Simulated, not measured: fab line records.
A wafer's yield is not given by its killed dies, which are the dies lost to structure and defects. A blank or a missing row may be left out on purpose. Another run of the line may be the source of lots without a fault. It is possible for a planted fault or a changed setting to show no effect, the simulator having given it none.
A struck lot beside a sound one | flow rit_cmos | 22 out of 202 route steps
Sound: the wafers L480.1, L480.3, L480.4. The struck wafers were L484.2, L484.3, L484.5. The cause is given at the end.
At each step with rows: each side's tool, then ch and its chambers, then its first start. Under that, the readings that differ: sound wafers | struck wafers | difference of the means | sigmas: that difference in standard deviations of wafers without a fault.
alike: same words and numbers on both sides, and readings whose means sit less than 2 such deviations apart. not compared: any withheld reading, any reading some wafer has no value for, any bound like >300 that may hide the same value, and any number with overlapping values for which the record gives no deviation.
A row with sigmas, a row that says differs or no value, or rows on one side alone: a step with any of these is where the two part. When numbers do not overlap yet have no deviation, they are printed without sigmas and do not part them. A reading missing from all wafers of one side parts the sides only when that side holds two or more wafers.

first, 2 steps without rows for these wafers: RIT_NSD_HARDBAKE_07 (time 60 s); RIT_NSD_IMPLANT_08.
RIT_NSD_STRIP_09: strips in O2, time 180 s.
  sound on plasma_asher-02 ch 0,1, day 4 03:37; struck on plasma_asher-04 ch 0, day 5 02:13
  alike: drypump_motor_current_A, o2_flow_sccm
  not compared: rf_hours_counter_h
RIT_NSD_TW_MEAS_10:
  sound on film_metro-04, day 4 03:48; struck on film_metro-03, day 5 02:24
  alike: NSD_TW
then, 6 steps without rows for these wafers: RIT_PSD_HMDS_00 (prime time 60 s); RIT_PSD_COAT_01 (resist thk 1000 nm); RIT_PSD_SOFTBAKE_02 (time 60 s); RIT_PSD_EXPOSE_03 (exposes mask M10, target cd 40900 nm); RIT_PSD_PEB_04; RIT_PSD_DEVELOP_05 (develop time 50 s).
RIT_PSD_OVL_MEAS_06:
  sound on overlay-01, day 4 04:54; struck on overlay-02, day 5 03:22
  alike: PSD_OVL
then, 1 step without rows for these wafers: RIT_PSD_HARDBAKE_07 (time 60 s).
RIT_PSD_IMPLANT_08:
  sound on implanter-01 ch 0, day 4 05:05; struck on implanter-01 ch 0, day 5 03:34
  reading                   | sound                | struck               | difference | sigmas
  beam_energy_keV           | 27.007 27.001 27.014 | 32.953 32.930 32.953 | +5.938     | +99 or more
  model.implant.rp_nm (nm)  | 22.04 22.04 22.04    | 25.41 25.41 25.41    | +3.37      |
  model.implant.drp_nm (nm) | 12.05 12.05 12.05    | 13.85 13.85 13.85    | +1.80      |
RIT_PSD_STRIP_09: strips in O2, time 180 s.
  sound on plasma_asher-01 ch 0,1, day 4 05:14; struck on plasma_asher-01 ch 1, day 5 03:42
  alike: drypump_motor_current_A, o2_flow_sccm
  not compared: rf_hours_counter_h
RIT_PSD_TW_MEAS_10:
  sound on film_metro-03, day 4 05:25; struck on film_metro-02, day 5 03:53
  reading | sound          | struck         | difference | sigmas
  PSD_TW  | 3448 3438 3438 | 3676 3674 3671 | +232       | +7
then, 3 steps without rows for these wafers: RIT_SDANNEAL_CLEAN_00 (cleans in SC1, time 600 s); RIT_SDANNEAL_CLEAN_01 (cleans in dHF, time 30 s); RIT_SDANNEAL_CLEAN_02 (cleans in SC2, time 600 s).
RIT_SDANNEAL_RTA_03: time 5 s.
  sound on rtp_anneal-01 ch 0, day 4 05:50; struck on rtp_anneal-01 ch 0, day 5 04:19
  alike: wafer_temp_C_max
RIT_SDANNEAL_RS_MEAS_04: a four-point-probe measurement.
  sound on film_metro-04, day 4 05:54; struck on film_metro-02, day 5 04:23
  reading         | sound             | struck            | difference | sigmas
  PSD_RS (ohm/sq) | 115.9 115.9 115.9 | 104.8 104.7 104.7 | -11.2      | -37
RIT_SDANNEAL_RS_MEAS_05: a four-point-probe measurement.
  sound on film_metro-04, day 4 06:01; struck on film_metro-02, day 5 04:30
  reading         | sound          | struck         | difference | sigmas
  NSD_RS (ohm/sq) | 84.1 84.4 84.3 | 85.1 85.0 85.4 | +0.9       | +3
RIT_M1_PROBE_99:
  sound on prober-01, day 4 13:47; struck on prober-01, day 5 14:10
  reading                                 | sound             | struck            | difference | sigmas
  killed_at_M0_to_M3                      | 0 1 0             | 0 0 0             | +0         | -3
  model.etest.contact_pplus.end_ohm_um    | 43.02 42.11 43.52 | 39.93 39.73 39.43 | -3.19      |
  model.etest.diode_pplus_nwell.bv_v (V)  | 6.755 6.674 6.642 | 6.831 6.784 6.832 | +0.125     |
  model.etest.vpnp.gain                   | 1.083 1.076 1.055 | 1.234 1.204 1.225 | +0.150     |
  model.etest.diode_pplus_nwell.cj_ff_um2 | 1.663 1.665 1.688 | 1.619 1.626 1.636 | -0.045     |
  model.etest.diode_pplus_comb.cj_ff_um2  | 1.99 1.976 1.989  | 1.942 1.941 1.94  | -0.044     |
  alike: killed_at_contacts, killed_at_front_end, killed_dies, killed_open, killed_short

## WHERE THEY PART
Last at RIT_M1_PROBE_99 as far as this record goes, first at RIT_PSD_IMPLANT_08.

WHY: the cause the simulator had injected
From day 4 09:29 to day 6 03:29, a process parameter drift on implanter-01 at RIT_PSD_IMPLANT_08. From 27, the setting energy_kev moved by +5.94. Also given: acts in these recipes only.
